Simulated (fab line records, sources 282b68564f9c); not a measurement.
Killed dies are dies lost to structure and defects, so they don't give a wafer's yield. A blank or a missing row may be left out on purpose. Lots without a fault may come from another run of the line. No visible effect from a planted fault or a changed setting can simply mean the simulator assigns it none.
fab line records / flow rit-cmos
record lots=6 wafers=18 last-day=7
route steps=202 shown PLDD@121 SPACER@125 NSD@131 M1@202
lots that met no fault: from a run of the same line without faults
start-h: hours from the record's opening day to when the first of the lot's shown wafers began / wait-h: hours from the lot's prior step to this one / " repeats the value in the row above / L1.1+2: several wafers, shown together as one row / - either no value or no given start / * or withheld: withheld / < > ~ a bound
route shown NAME@n: NAME is a module with steps in the file, n the number in the route of the first one / usual: average and standard deviation across the fault-free wafers / same: alike in all rows / chamber/n: place in a boat / sites: readings site by site / _std_site: standard deviation across them / _edge_site: mean of outer sites minus mean of inner sites / radius-mm: for every site, how far away it sits from the centre of the wafer / mask NAME#n: copy n / behind: tool/chamber where the wafer was last shaped / hold: the reason the lot was held/the length of the hold in hours/how it ended / device: names the non-switching transistor (n, p or np) / end of line: at the end of the route, the tests of the same wafers / a step given without rows: its recipe and nothing more / killed: at the first sort, the dies lost to defects and structure; wafer yield is something else / map: dies across one wafer; x = killed, . = not, _ = none there
set.NAME: the run value of the setting; set.NAME@STEP: its run value at that earlier step / model.NAME: the simulator's own value behind a step, which no gauge read
lots at some steps of the route; a table a step, a row a wafer
services: when a tool's chamber went out of use (start-h, in hours from the record's first day, below 0 if earlier), for how many hours, and the reason
## steps
# step RIT_PLDD_HARDBAKE_07
# recipe resist=NOVOLAK temp-c=140 time-s=60
# step RIT_PLDD_IMPLANT_08
# recipe species=BF2 energy-kev=20 dose-cm2=9e+14 tilt-deg=7
# step RIT_PLDD_STRIP_09
# recipe chemistry=O2 time-s=180 resist=NOVOLAK platen-temp-c=withheld power-w=500 pressure-mtorr=4000 o2-flow-sccm=4000
# usual drypump-motor-current-A=5.6/0.36
lot.wafer=L756.1 tool=plasma-asher-04 chamber=0 start-h=52.84 wait-h=0.1 drypump-motor-current-A=6.0 rf-hours-counter-h=42
lot.wafer=L756.2 tool=plasma-asher-04 chamber=1 start-h=52.84 wait-h=0.1 drypump-motor-current-A=5.3 rf-hours-counter-h=42
lot.wafer=L756.3 tool=plasma-asher-04 chamber=0 start-h=52.84 wait-h=0.1 drypump-motor-current-A=6.0 rf-hours-counter-h=-
lot.wafer=L765.2 tool=plasma-asher-03 chamber=0 start-h=94.75 wait-h=0.1 drypump-motor-current-A=5.5 rf-hours-counter-h=32
lot.wafer=L765.5 tool=plasma-asher-03 chamber=0 start-h=94.75 wait-h=0.1 drypump-motor-current-A=5.6 rf-hours-counter-h=-
lot.wafer=L765.6 tool=plasma-asher-03 chamber=1 start-h=94.75 wait-h=0.1 drypump-motor-current-A=5.5 rf-hours-counter-h=-
lot.wafer=L766.2 tool=plasma-asher-04 chamber=0 start-h=98.94 wait-h=0.1 drypump-motor-current-A=6.0 rf-hours-counter-h=47
lot.wafer=L766.3 tool=plasma-asher-04 chamber=1 start-h=98.94 wait-h=0.1 drypump-motor-current-A=5.3 rf-hours-counter-h=-
lot.wafer=L766.6 tool=plasma-asher-04 chamber=0 start-h=98.94 wait-h=0.1 drypump-motor-current-A=6.0 rf-hours-counter-h=-
lot.wafer=L772.2 tool=plasma-asher-02 chamber=0 start-h=129.09 wait-h=0.1 drypump-motor-current-A=6.2 rf-hours-counter-h=1
lot.wafer=L772.3 tool=plasma-asher-02 chamber=1 start-h=129.09 wait-h=0.1 drypump-motor-current-A=4.9 rf-hours-counter-h=-
lot.wafer=L772.4 tool=plasma-asher-02 chamber=0 start-h=129.09 wait-h=0.1 drypump-motor-current-A=6.2 rf-hours-counter-h=-
lot.wafer=L775.1 tool=plasma-asher-02 chamber=1 start-h=144.74 wait-h=0.1 drypump-motor-current-A=4.9 rf-hours-counter-h=3
lot.wafer=L775.3 tool=plasma-asher-02 chamber=1 start-h=144.74 wait-h=0.1 drypump-motor-current-A=4.9 rf-hours-counter-h=-
lot.wafer=L775.6 tool=plasma-asher-02 chamber=1 start-h=144.74 wait-h=0.1 drypump-motor-current-A=4.9 rf-hours-counter-h=-
lot.wafer=L776.3 tool=plasma-asher-04 chamber=1 start-h=149.23 wait-h=0.1 drypump-motor-current-A=5.3 rf-hours-counter-h=-
lot.wafer=L776.5 tool=plasma-asher-04 chamber=1 start-h=149.23 wait-h=0.1 drypump-motor-current-A=5.3 rf-hours-counter-h=-
lot.wafer=L776.6 tool=plasma-asher-04 chamber=0 start-h=149.23 wait-h=0.1 drypump-motor-current-A=6.0 rf-hours-counter-h=-
# step RIT_PLDD_TW_MEAS_10
# usual PLDD_TW=2344/11
lot.wafer=L756.1 tool=film-metro-04 chamber=- start-h=53.02 wait-h=0.1 PLDD_TW=2361
lot.wafer=L756.2 tool=film-metro-04 chamber=- start-h=53.02 wait-h=0.1 PLDD_TW=2356
lot.wafer=L756.3 tool=film-metro-04 chamber=- start-h=53.02 wait-h=0.1 PLDD_TW=2357
lot.wafer=L765.2 tool=film-metro-02 chamber=- start-h=94.94 wait-h=0.1 PLDD_TW=2324
lot.wafer=L765.5 tool=film-metro-02 chamber=- start-h=94.94 wait-h=0.1 PLDD_TW=2335
lot.wafer=L765.6 tool=film-metro-02 chamber=- start-h=94.94 wait-h=0.1 PLDD_TW=2324
lot.wafer=L766.2 tool=film-metro-04 chamber=- start-h=99.12 wait-h=0.1 PLDD_TW=2353
lot.wafer=L766.3 tool=film-metro-04 chamber=- start-h=99.12 wait-h=0.1 PLDD_TW=2350
lot.wafer=L766.6 tool=film-metro-04 chamber=- start-h=99.12 wait-h=0.1 PLDD_TW=2341
lot.wafer=L772.2 tool=film-metro-03 chamber=- start-h=129.28 wait-h=0.1 PLDD_TW=2331
lot.wafer=L772.3 tool=film-metro-03 chamber=- start-h=129.28 wait-h=0.1 PLDD_TW=2327
lot.wafer=L772.4 tool=film-metro-03 chamber=- start-h=129.28 wait-h=0.1 PLDD_TW=2326
lot.wafer=L775.1 tool=film-metro-04 chamber=- start-h=144.92 wait-h=0.1 PLDD_TW=2352
lot.wafer=L775.3 tool=film-metro-04 chamber=- start-h=144.92 wait-h=0.1 PLDD_TW=2373
lot.wafer=L775.6 tool=film-metro-04 chamber=- start-h=144.92 wait-h=0.1 PLDD_TW=2350
lot.wafer=L776.3 tool=film-metro-04 chamber=- start-h=149.37 wait-h=0.1 PLDD_TW=2344
lot.wafer=L776.5 tool=film-metro-04 chamber=- start-h=149.37 wait-h=0.1 PLDD_TW=2366
lot.wafer=L776.6 tool=film-metro-04 chamber=- start-h=149.37 wait-h=0.1 PLDD_TW=2353
# step RIT_SPACER_CLEAN_00
# recipe chemistry=SC1 mix=3:3:50 time-s=600 temp-c=75
# step RIT_SPACER_CLEAN_01
# recipe chemistry=dHF dilution=50:1 time-s=30
# step RIT_SPACER_CLEAN_02
# recipe chemistry=SC2 mix=3:3:50 time-s=600 temp-c=75 dry=n2-spin
# step RIT_SPACER_CVD_03
# recipe material=Si3N4 target-thk-nm=250 temp-c=810 precursor=SiH2Cl2/NH3 time-s=3300 pressure-mtorr=300 sih2cl2-flow-sccm=60 nh3-flow-sccm=150
# step RIT_SPACER_THK_MEAS_04
# recipe reads=Si3N4_of_SPACER_CVD_03
# usual SPACER_NITRIDE_THK=249.8/2.3
lot.wafer=L756.1 tool=film-metro-01 chamber=- start-h=55.36 wait-h=0.0 SPACER_NITRIDE_THK[nm]=245.1
lot.wafer=L756.2 tool=film-metro-01 chamber=- start-h=55.36 wait-h=0.0 SPACER_NITRIDE_THK[nm]=246.7
lot.wafer=L756.3 tool=film-metro-01 chamber=- start-h=55.36 wait-h=0.0 SPACER_NITRIDE_THK[nm]=247.3
lot.wafer=L765.2 tool=film-metro-03 chamber=- start-h=97.29 wait-h=0.0 SPACER_NITRIDE_THK[nm]=251.6
lot.wafer=L765.5 tool=film-metro-03 chamber=- start-h=97.29 wait-h=0.0 SPACER_NITRIDE_THK[nm]=253.2
lot.wafer=L765.6 tool=film-metro-03 chamber=- start-h=97.29 wait-h=0.0 SPACER_NITRIDE_THK[nm]=250.5
lot.wafer=L766.2 tool=film-metro-01 chamber=- start-h=101.48 wait-h=0.0 SPACER_NITRIDE_THK[nm]=248.6
lot.wafer=L766.3 tool=film-metro-01 chamber=- start-h=101.48 wait-h=0.0 SPACER_NITRIDE_THK[nm]=249.2
lot.wafer=L766.6 tool=film-metro-01 chamber=- start-h=101.48 wait-h=0.0 SPACER_NITRIDE_THK[nm]=248.8
lot.wafer=L772.2 tool=film-metro-03 chamber=- start-h=131.64 wait-h=0.0 SPACER_NITRIDE_THK[nm]=252.7
lot.wafer=L772.3 tool=film-metro-03 chamber=- start-h=131.64 wait-h=0.0 SPACER_NITRIDE_THK[nm]=254.6
lot.wafer=L772.4 tool=film-metro-03 chamber=- start-h=131.64 wait-h=0.0 SPACER_NITRIDE_THK[nm]=252.7
lot.wafer=L775.1 tool=film-metro-04 chamber=- start-h=147.26 wait-h=0.0 SPACER_NITRIDE_THK[nm]=251.4
lot.wafer=L775.3 tool=film-metro-04 chamber=- start-h=147.26 wait-h=0.0 SPACER_NITRIDE_THK[nm]=250.5
lot.wafer=L775.6 tool=film-metro-04 chamber=- start-h=147.26 wait-h=0.0 SPACER_NITRIDE_THK[nm]=253.9
lot.wafer=L776.3 tool=film-metro-03 chamber=- start-h=152.68 wait-h=0.0 SPACER_NITRIDE_THK[nm]=254.0
lot.wafer=L776.5 tool=film-metro-03 chamber=- start-h=152.68 wait-h=0.0 SPACER_NITRIDE_THK[nm]=249.9
lot.wafer=L776.6 tool=film-metro-03 chamber=- start-h=152.68 wait-h=0.0 SPACER_NITRIDE_THK[nm]=252.4
# step RIT_SPACER_ETCHBACK_05
# recipe target-depth-a=2500 SF6_flow_sccm=30 CHF3_flow_sccm=30 target=Si3N4 chemistry=SF6/CHF3 pressure-mtorr=40 rf-w=250 time-s=240 stop-on=SiO2
# usual CHF3_flow_sccm=30.00/0.082 drypump-motor-current-A=5.7/0.48 oes-product-au=0.846/0.014 rf-fwd-power-W=249.4/0.81 throttle-valve-pct=10.33/0.13
lot.wafer=L756.1 tool=rie-diel-01 chamber=1 start-h=55.42 wait-h=0.1 CHF3_flow_sccm=30.20 drypump-motor-current-A=5.7 oes-product-au=0.823 rf-fwd-power-W=249.6 rf-hours-counter-h=162 throttle-valve-pct=10.39
lot.wafer=L756.2 tool=rie-diel-01 chamber=2 start-h=55.42 wait-h=0.1 CHF3_flow_sccm=29.91 drypump-motor-current-A=5.5 oes-product-au=0.835 rf-fwd-power-W=249.1 rf-hours-counter-h=81 throttle-valve-pct=10.47
lot.wafer=L756.3 tool=rie-diel-01 chamber=0 start-h=55.42 wait-h=0.1 CHF3_flow_sccm=30.02 drypump-motor-current-A=5.6 oes-product-au=0.837 rf-fwd-power-W=248.4 rf-hours-counter-h=20 throttle-valve-pct=10.09
lot.wafer=L765.2 tool=rie-diel-04 chamber=0 start-h=97.34 wait-h=0.0 CHF3_flow_sccm=29.98 drypump-motor-current-A=6.5 oes-product-au=0.867 rf-fwd-power-W=250.2 rf-hours-counter-h=4 throttle-valve-pct=10.21
lot.wafer=L765.5 tool=rie-diel-04 chamber=3 start-h=97.34 wait-h=0.0 CHF3_flow_sccm=29.86 drypump-motor-current-A=6.3 oes-product-au=0.871 rf-fwd-power-W=249.9 rf-hours-counter-h=- throttle-valve-pct=10.35
lot.wafer=L765.6 tool=rie-diel-04 chamber=0 start-h=97.34 wait-h=0.0 CHF3_flow_sccm=30.04 drypump-motor-current-A=6.5 oes-product-au=0.865 rf-fwd-power-W=248.8 rf-hours-counter-h=- throttle-valve-pct=10.22
lot.wafer=L766.2 tool=rie-diel-02 chamber=3 start-h=101.53 wait-h=0.0 CHF3_flow_sccm=29.90 drypump-motor-current-A=5.4 oes-product-au=0.842 rf-fwd-power-W=249.2 rf-hours-counter-h=5 throttle-valve-pct=10.43
lot.wafer=L766.3 tool=rie-diel-02 chamber=0 start-h=101.53 wait-h=0.0 CHF3_flow_sccm=30.02 drypump-motor-current-A=5.2 oes-product-au=0.865 rf-fwd-power-W=248.9 rf-hours-counter-h=2 throttle-valve-pct=10.34
lot.wafer=L766.6 tool=rie-diel-02 chamber=0 start-h=101.53 wait-h=0.0 CHF3_flow_sccm=29.96 drypump-motor-current-A=5.2 oes-product-au=0.855 rf-fwd-power-W=248.8 rf-hours-counter-h=- throttle-valve-pct=10.34
lot.wafer=L772.2 tool=rie-diel-01 chamber=0 start-h=131.69 wait-h=0.0 CHF3_flow_sccm=30.00 drypump-motor-current-A=5.6 oes-product-au=0.844 rf-fwd-power-W=249.4 rf-hours-counter-h=22 throttle-valve-pct=10.08
lot.wafer=L772.3 tool=rie-diel-01 chamber=1 start-h=131.69 wait-h=0.0 CHF3_flow_sccm=29.93 drypump-motor-current-A=5.8 oes-product-au=0.851 rf-fwd-power-W=249.9 rf-hours-counter-h=0 throttle-valve-pct=10.42
lot.wafer=L772.4 tool=rie-diel-01 chamber=2 start-h=131.69 wait-h=0.0 CHF3_flow_sccm=29.89 drypump-motor-current-A=5.4 oes-product-au=0.861 rf-fwd-power-W=249.9 rf-hours-counter-h=82 throttle-valve-pct=10.47
lot.wafer=L775.1 tool=rie-diel-04 chamber=2 start-h=147.32 wait-h=0.1 CHF3_flow_sccm=30.13 drypump-motor-current-A=6.0 oes-product-au=0.842 rf-fwd-power-W=249.5 rf-hours-counter-h=143 throttle-valve-pct=10.54
lot.wafer=L775.3 tool=rie-diel-04 chamber=3 start-h=147.32 wait-h=0.1 CHF3_flow_sccm=29.92 drypump-motor-current-A=6.3 oes-product-au=0.862 rf-fwd-power-W=249.7 rf-hours-counter-h=97 throttle-valve-pct=10.35
lot.wafer=L775.6 tool=rie-diel-04 chamber=3 start-h=147.32 wait-h=0.1 CHF3_flow_sccm=30.02 drypump-motor-current-A=6.3 oes-product-au=0.875 rf-fwd-power-W=249.1 rf-hours-counter-h=- throttle-valve-pct=10.34
lot.wafer=L776.3 tool=rie-diel-01 chamber=0 start-h=152.72 wait-h=0.0 CHF3_flow_sccm=30.05 drypump-motor-current-A=5.6 oes-product-au=0.851 rf-fwd-power-W=250.5 rf-hours-counter-h=22 throttle-valve-pct=10.08
lot.wafer=L776.5 tool=rie-diel-01 chamber=3 start-h=152.72 wait-h=0.0 CHF3_flow_sccm=30.04 drypump-motor-current-A=5.5 oes-product-au=0.821 rf-fwd-power-W=248.8 rf-hours-counter-h=- throttle-valve-pct=10.34
lot.wafer=L776.6 tool=rie-diel-01 chamber=0 start-h=152.72 wait-h=0.0 CHF3_flow_sccm=29.86 drypump-motor-current-A=5.6 oes-product-au=0.858 rf-fwd-power-W=249.4 rf-hours-counter-h=- throttle-valve-pct=10.09
# step RIT_NSD_HMDS_00
# recipe prime-time-s=60 prime-temp-c=140
# step RIT_NSD_COAT_01
# recipe resist=NOVOLAK spin-rpm=3250 resist-thk-nm=1000
# step RIT_NSD_SOFTBAKE_02
# recipe resist=NOVOLAK temp-c=90 time-s=60
# usual heater-power-total-W=34.56/0.05 plate-temp-C=90.00/0.13
lot.wafer=L756.1 tool=litho-track-01 chamber=0 start-h=55.87 wait-h=0.1 heater-power-total-W=34.46 plate-temp-C=90.04
lot.wafer=L756.2 tool=litho-track-01 chamber=0 start-h=55.87 wait-h=0.1 heater-power-total-W=34.64 plate-temp-C=90.00
lot.wafer=L756.3 tool=litho-track-01 chamber=0 start-h=55.87 wait-h=0.1 heater-power-total-W=34.55 plate-temp-C=89.81
lot.wafer=L765.2 tool=litho-track-01 chamber=0 start-h=97.82 wait-h=0.1 heater-power-total-W=27.81 plate-temp-C=77.40
lot.wafer=L765.5 tool=litho-track-01 chamber=0 start-h=97.82 wait-h=0.1 heater-power-total-W=27.79 plate-temp-C=77.29
lot.wafer=L765.6 tool=litho-track-01 chamber=0 start-h=97.82 wait-h=0.1 heater-power-total-W=27.80 plate-temp-C=77.33
lot.wafer=L766.2 tool=litho-track-01 chamber=0 start-h=102.00 wait-h=0.1 heater-power-total-W=27.86 plate-temp-C=77.23
lot.wafer=L766.3 tool=litho-track-01 chamber=0 start-h=102.00 wait-h=0.1 heater-power-total-W=27.87 plate-temp-C=77.52
lot.wafer=L766.6 tool=litho-track-01 chamber=0 start-h=102.00 wait-h=0.1 heater-power-total-W=27.77 plate-temp-C=77.12
lot.wafer=L772.2 tool=litho-track-02 chamber=0 start-h=132.17 wait-h=0.1 heater-power-total-W=34.52 plate-temp-C=90.08
lot.wafer=L772.3 tool=litho-track-02 chamber=0 start-h=132.17 wait-h=0.1 heater-power-total-W=34.47 plate-temp-C=90.09
lot.wafer=L772.4 tool=litho-track-02 chamber=0 start-h=132.17 wait-h=0.1 heater-power-total-W=34.55 plate-temp-C=90.09
lot.wafer=L775.1 tool=litho-track-04 chamber=0 start-h=147.77 wait-h=0.1 heater-power-total-W=34.58 plate-temp-C=89.89
lot.wafer=L775.3 tool=litho-track-04 chamber=0 start-h=147.77 wait-h=0.1 heater-power-total-W=34.53 plate-temp-C=90.04
lot.wafer=L775.6 tool=litho-track-04 chamber=0 start-h=147.77 wait-h=0.1 heater-power-total-W=34.62 plate-temp-C=90.10
lot.wafer=L776.3 tool=litho-track-04 chamber=0 start-h=153.22 wait-h=0.1 heater-power-total-W=34.50 plate-temp-C=89.76
lot.wafer=L776.5 tool=litho-track-04 chamber=0 start-h=153.22 wait-h=0.1 heater-power-total-W=34.67 plate-temp-C=89.91
lot.wafer=L776.6 tool=litho-track-04 chamber=0 start-h=153.22 wait-h=0.1 heater-power-total-W=34.52 plate-temp-C=89.89
# step RIT_NSD_EXPOSE_03
# recipe mask-id=M9 na=0.57 target-cd-nm=40700 dose-mj=250
# step RIT_NSD_PEB_04
# recipe resist=NOVOLAK temp-c=withheld time-s=withheld
# step RIT_NSD_DEVELOP_05
# recipe resist=NOVOLAK develop-time-s=50 dev-temp-c=23
lot.wafer=L756.1 tool=litho-track-04 chamber=0 start-h=- wait-h=- model.NOVOLAK_of_NSD_COAT_01.thk-nm=1002
lot.wafer=L756.2 tool=litho-track-04 chamber=0 start-h=- wait-h=- model.NOVOLAK_of_NSD_COAT_01.thk-nm=1000
lot.wafer=L756.3 tool=litho-track-04 chamber=0 start-h=- wait-h=- model.NOVOLAK_of_NSD_COAT_01.thk-nm=999.1
lot.wafer=L765.2 tool=litho-track-04 chamber=0 start-h=- wait-h=- model.NOVOLAK_of_NSD_COAT_01.thk-nm=1037
lot.wafer=L765.5 tool=litho-track-04 chamber=0 start-h=- wait-h=- model.NOVOLAK_of_NSD_COAT_01.thk-nm=1035
lot.wafer=L765.6 tool=litho-track-04 chamber=0 start-h=- wait-h=- model.NOVOLAK_of_NSD_COAT_01.thk-nm=1032
lot.wafer=L766.2 tool=litho-track-02 chamber=0 start-h=- wait-h=- model.NOVOLAK_of_NSD_COAT_01.thk-nm=1034
lot.wafer=L766.3+6 tool=litho-track-02 chamber=0 start-h=- wait-h=- model.NOVOLAK_of_NSD_COAT_01.thk-nm=1038
lot.wafer=L772.2 tool=litho-track-02 chamber=0 start-h=- wait-h=- model.NOVOLAK_of_NSD_COAT_01.thk-nm=1001
lot.wafer=L772.3 tool=litho-track-02 chamber=0 start-h=- wait-h=- model.NOVOLAK_of_NSD_COAT_01.thk-nm=1000
lot.wafer=L772.4 tool=litho-track-02 chamber=0 start-h=- wait-h=- model.NOVOLAK_of_NSD_COAT_01.thk-nm=997
lot.wafer=L775.1 tool=litho-track-04 chamber=0 start-h=- wait-h=- model.NOVOLAK_of_NSD_COAT_01.thk-nm=998
lot.wafer=L775.3 tool=litho-track-04 chamber=0 start-h=- wait-h=- model.NOVOLAK_of_NSD_COAT_01.thk-nm=998.1
lot.wafer=L775.6 tool=litho-track-04 chamber=0 start-h=- wait-h=- model.NOVOLAK_of_NSD_COAT_01.thk-nm=997.8
lot.wafer=L776.3 tool=litho-track-04 chamber=0 start-h=- wait-h=- model.NOVOLAK_of_NSD_COAT_01.thk-nm=994.2
lot.wafer=L776.5 tool=litho-track-04 chamber=0 start-h=- wait-h=- model.NOVOLAK_of_NSD_COAT_01.thk-nm=1001
lot.wafer=L776.6 tool=litho-track-04 chamber=0 start-h=- wait-h=- model.NOVOLAK_of_NSD_COAT_01.thk-nm=996.4
# step RIT_NSD_OVL_MEAS_06
# usual NSD_OVL=-0.3/1.7
lot.wafer=L756.1 tool=overlay-01 chamber=- start-h=56.58 wait-h=- NSD_OVL[nm]=-1.1
lot.wafer=L756.2 tool=overlay-01 chamber=- start-h=56.58 wait-h=- NSD_OVL[nm]=-2.2
lot.wafer=L756.3 tool=overlay-01 chamber=- start-h=56.58 wait-h=- NSD_OVL[nm]=-2.1
lot.wafer=L765.2 tool=overlay-02 chamber=- start-h=98.35 wait-h=- NSD_OVL[nm]=-1.2
lot.wafer=L765.5 tool=overlay-02 chamber=- start-h=98.35 wait-h=- NSD_OVL[nm]=-0.4
lot.wafer=L765.6 tool=overlay-02 chamber=- start-h=98.35 wait-h=- NSD_OVL[nm]=-2.6
lot.wafer=L766.2 tool=overlay-01 chamber=- start-h=102.66 wait-h=- NSD_OVL[nm]=-0.7
lot.wafer=L766.3 tool=overlay-01 chamber=- start-h=102.66 wait-h=- NSD_OVL[nm]=-1.4
lot.wafer=L766.6 tool=overlay-01 chamber=- start-h=102.66 wait-h=- NSD_OVL[nm]=0.7
lot.wafer=L772.2 tool=overlay-01 chamber=- start-h=132.70 wait-h=- NSD_OVL[nm]=1.0
lot.wafer=L772.3 tool=overlay-01 chamber=- start-h=132.70 wait-h=- NSD_OVL[nm]=0.7
lot.wafer=L772.4 tool=overlay-01 chamber=- start-h=132.70 wait-h=- NSD_OVL[nm]=0.3
lot.wafer=L775.1 tool=overlay-01 chamber=- start-h=148.45 wait-h=- NSD_OVL[nm]=3.3
lot.wafer=L775.3 tool=overlay-01 chamber=- start-h=148.45 wait-h=- NSD_OVL[nm]=1.0
lot.wafer=L775.6 tool=overlay-01 chamber=- start-h=148.45 wait-h=- NSD_OVL[nm]=2.0
lot.wafer=L776.3 tool=overlay-01 chamber=- start-h=153.74 wait-h=- NSD_OVL[nm]=4.9
lot.wafer=L776.5 tool=overlay-01 chamber=- start-h=153.74 wait-h=- NSD_OVL[nm]=3.4
lot.wafer=L776.6 tool=overlay-01 chamber=- start-h=153.74 wait-h=- NSD_OVL[nm]=4.4
# step RIT_M1_PROBE_99
# usual killed-at-contacts=0.0/0.22 killed-at-front-end=7/3.1 killed-dies=7/3.1 killed-open=3.5/2.2 killed-short=3.3/1.9
# same gross-dies=264 killed_at_M0_to_M3=0 killed_at_M4_up=0 killed-at-back-side=0 killed-at-other=0
lot.wafer=L756.1 tool=prober-01 chamber=- start-h=66.46 wait-h=0.1 killed-at-contacts=0 killed-at-front-end=11 killed-dies=11 killed-open=7 killed-short=4
lot.wafer=L756.2 tool=prober-01 chamber=- start-h=66.51 wait-h=0.1 killed-at-contacts=0 killed-at-front-end=5 killed-dies=5 killed-open=1 killed-short=4
lot.wafer=L756.3 tool=prober-01 chamber=- start-h=66.56 wait-h=0.2 killed-at-contacts=0 killed-at-front-end=4 killed-dies=4 killed-open=2 killed-short=2
lot.wafer=L765.2 tool=prober-01 chamber=- start-h=108.56 wait-h=0.1 killed-at-contacts=0 killed-at-front-end=5 killed-dies=5 killed-open=1 killed-short=4
lot.wafer=L765.5 tool=prober-01 chamber=- start-h=108.71 wait-h=0.2 killed-at-contacts=0 killed-at-front-end=6 killed-dies=6 killed-open=2 killed-short=4
lot.wafer=L765.6 tool=prober-01 chamber=- start-h=108.76 wait-h=0.2 killed-at-contacts=1 killed-at-front-end=6 killed-dies=7 killed-open=3 killed-short=4
lot.wafer=L766.2 tool=prober-02 chamber=- start-h=113.88 wait-h=0.1 killed-at-contacts=0 killed-at-front-end=7 killed-dies=7 killed-open=5 killed-short=2
lot.wafer=L766.3 tool=prober-02 chamber=- start-h=113.93 wait-h=0.2 killed-at-contacts=0 killed-at-front-end=5 killed-dies=5 killed-open=3 killed-short=2
lot.wafer=L766.6 tool=prober-02 chamber=- start-h=114.08 wait-h=0.2 killed-at-contacts=0 killed-at-front-end=7 killed-dies=7 killed-open=5 killed-short=2
lot.wafer=L772.2 tool=prober-02 chamber=- start-h=143.41 wait-h=0.1 killed-at-contacts=0 killed-at-front-end=4 killed-dies=4 killed-open=2 killed-short=2
lot.wafer=L772.3 tool=prober-02 chamber=- start-h=143.46 wait-h=0.2 killed-at-contacts=0 killed-at-front-end=8 killed-dies=8 killed-open=5 killed-short=3
lot.wafer=L772.4 tool=prober-02 chamber=- start-h=143.51 wait-h=0.2 killed-at-contacts=0 killed-at-front-end=6 killed-dies=6 killed-open=4 killed-short=2
lot.wafer=L775.1 tool=prober-01 chamber=- start-h=158.52 wait-h=0.1 killed-at-contacts=0 killed-at-front-end=12 killed-dies=12 killed-open=7 killed-short=5
lot.wafer=L775.3 tool=prober-01 chamber=- start-h=158.62 wait-h=0.2 killed-at-contacts=0 killed-at-front-end=8 killed-dies=8 killed-open=6 killed-short=2
lot.wafer=L775.6 tool=prober-01 chamber=- start-h=158.77 wait-h=0.2 killed-at-contacts=0 killed-at-front-end=10 killed-dies=10 killed-open=5 killed-short=5
# killed by level:class
L756.1 GATE:geometric-particle:open=4 FOX1:geometric-particle:open=3 GATE:geometric-particle:short=3 SPACER:geometric-particle:short=1
L756.2 FOX1:geometric-particle:open=1 FOX1:geometric-particle:short=1 GATE:geometric-particle:short=1 REOX:geometric-particle:short=1 SPACER:geometric-particle:short=1
L756.3 GATE:geometric-particle:open=2 FOX2:geometric-particle:short=1 GATE:geometric-particle:short=1
L765.2 GATE:geometric-particle:short=2 SPACER:geometric-particle:short=2 FOX2:geometric-particle:open=1
L765.5 GATE:geometric-particle:short=3 FOX2:geometric-particle:open=1 SILICIDE:geometric-particle:short=1 SILICIDE:geometric-particle:open=1
L765.6 REOX:geometric-particle:open=2 REOX:geometric-particle:short=2 GATE:geometric-particle:short=1 GATE:geometric-particle:open=1 CONTACT:geometric-particle:short=1
L766.2 GATE:geometric-particle:open=2 FOX2:geometric-particle:open=1 GATE:geometric-particle:short=1 REOX:geometric-particle:open=1 REOX:geometric-particle:short=1 SPACER:geometric-particle:open=1
L766.3 GATE:geometric-particle:open=2 FOX2:geometric-particle:short=1 REOX:geometric-particle:open=1 SILICIDE:geometric-particle:short=1
L766.6 GATE:geometric-particle:open=2 GATE:geometric-particle:short=2 REOX:geometric-particle:open=2 FOX2:geometric-particle:open=1
L772.2 FOX1:geometric-particle:open=1 FOX1:geometric-particle:short=1 SPACER:geometric-particle:short=1 SILICIDE:geometric-particle:open=1
L772.3 GATE:geometric-particle:short=3 REOX:geometric-particle:open=2 FOX1:geometric-particle:open=1 GATE:geometric-particle:open=1 SILICIDE:geometric-particle:open=1
L772.4 GATE:geometric-particle:open=2 REOX:geometric-particle:short=2 FOX1:geometric-particle:open=1 SPACER:geometric-particle:open=1
L775.1 FOX2:geometric-particle:short=3 FOX2:geometric-particle:open=2 SILICIDE:geometric-particle:open=2 FOX1:geometric-particle:open=1 GATE:geometric-particle:short=1 GATE:geometric-particle:open=1 REOX:geometric-particle:open=1 REOX:geometric-particle:short=1
L775.3 FOX2:geometric-particle:open=3 SILICIDE:geometric-particle:open=2 REOX:geometric-particle:open=1 SPACER:geometric-particle:short=1 SILICIDE:geometric-particle:short=1
L775.6 SILICIDE:geometric-particle:short=3 FOX1:geometric-particle:open=2 REOX:geometric-particle:short=2 GATE:geometric-particle:open=1 REOX:geometric-particle:open=1 SPACER:geometric-particle:open=1
## services
tool=rie-diel-04 chamber=2 start-h=34.43 hours=6.0 kind=repair
tool=rie-diel-04 chamber=2 start-h=61.87 hours=1.7 kind=repair
tool=rie-diel-04 chamber=1 start-h=74.37 hours=- kind=clean
tool=rie-diel-04 chamber=1 start-h=74.37 hours=12.3 kind=scheduled-down
tool=rie-diel-04 chamber=1 start-h=74.37 hours=12.3 kind=vent-cycle
tool=plasma-asher-02 chamber=- start-h=80.01 hours=1.5 kind=repair
tool=rie-diel-02 chamber=1 start-h=82.89 hours=- kind=clean
tool=rie-diel-02 chamber=1 start-h=82.89 hours=17.1 kind=scheduled-down
tool=rie-diel-02 chamber=1 start-h=82.89 hours=17.1 kind=vent-cycle
tool=rie-diel-01 chamber=1 start-h=91.23 hours=- kind=clean
tool=rie-diel-01 chamber=1 start-h=91.23 hours=23.0 kind=scheduled-down
tool=rie-diel-01 chamber=1 start-h=91.23 hours=23.0 kind=vent-cycle
tool=rie-diel-02 chamber=2 start-h=96.00 hours=14.4 kind=repair
tool=plasma-asher-04 chamber=- start-h=99.22 hours=2.8 kind=pm
tool=rie-diel-04 chamber=3 start-h=105.22 hours=3.5 kind=repair
tool=plasma-asher-02 chamber=- start-h=108.75 hours=9.0 kind=pm
tool=plasma-asher-02 chamber=0 start-h=108.75 hours=9.0 kind=vent-cycle
tool=plasma-asher-02 chamber=1 start-h=108.75 hours=9.0 kind=vent-cycle
tool=plasma-asher-03 chamber=- start-h=114.53 hours=2.8 kind=pm
tool=plasma-asher-02 chamber=0 start-h=117.75 hours=- kind=clean
tool=plasma-asher-02 chamber=1 start-h=117.75 hours=- kind=clean
tool=rie-diel-02 chamber=- start-h=117.91 hours=2.8 kind=pm
tool=rie-diel-04 chamber=0 start-h=132.72 hours=22.1 kind=repair
tool=plasma-asher-02 chamber=- start-h=137.37 hours=1.0 kind=repair
## key
first-sign step=RIT_NSD_SOFTBAKE_02 reading=heater-power-total-W direction=down sigmas=99+ usual=34.56 struck=27.82
effect step=RIT_NSD_SOFTBAKE_02 reading=plate-temp-C direction=down sigmas=96 usual=* struck=*
model-effect step=RIT_NSD_DEVELOP_05 value=NOVOLAK_of_NSD_COAT_01.thk-nm without=1000 struck=1036
met-at RIT_NSD_SOFTBAKE_02
struck-wafers L765.2,L765.5,L765.6,L766.2,L766.3,L766.6
tester-left-out L765,L766
onset-between 55.87 97.82
fault kind=process-parameter-drift tool=litho-track-01 chamber=- onset-h=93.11 steps=RIT_NSD_SOFTBAKE_02 channel=temp-c offset=* shape=step end-h=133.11 acts-in=* stated=*
# tester-left-out: of these lots the tester's yield and bins aren't shown, on N5 and GAA mostly nor the transistor test; their killed dies are dies lost to structure and defects alone, not to doping, threshold or leakage, so they don't give the yield
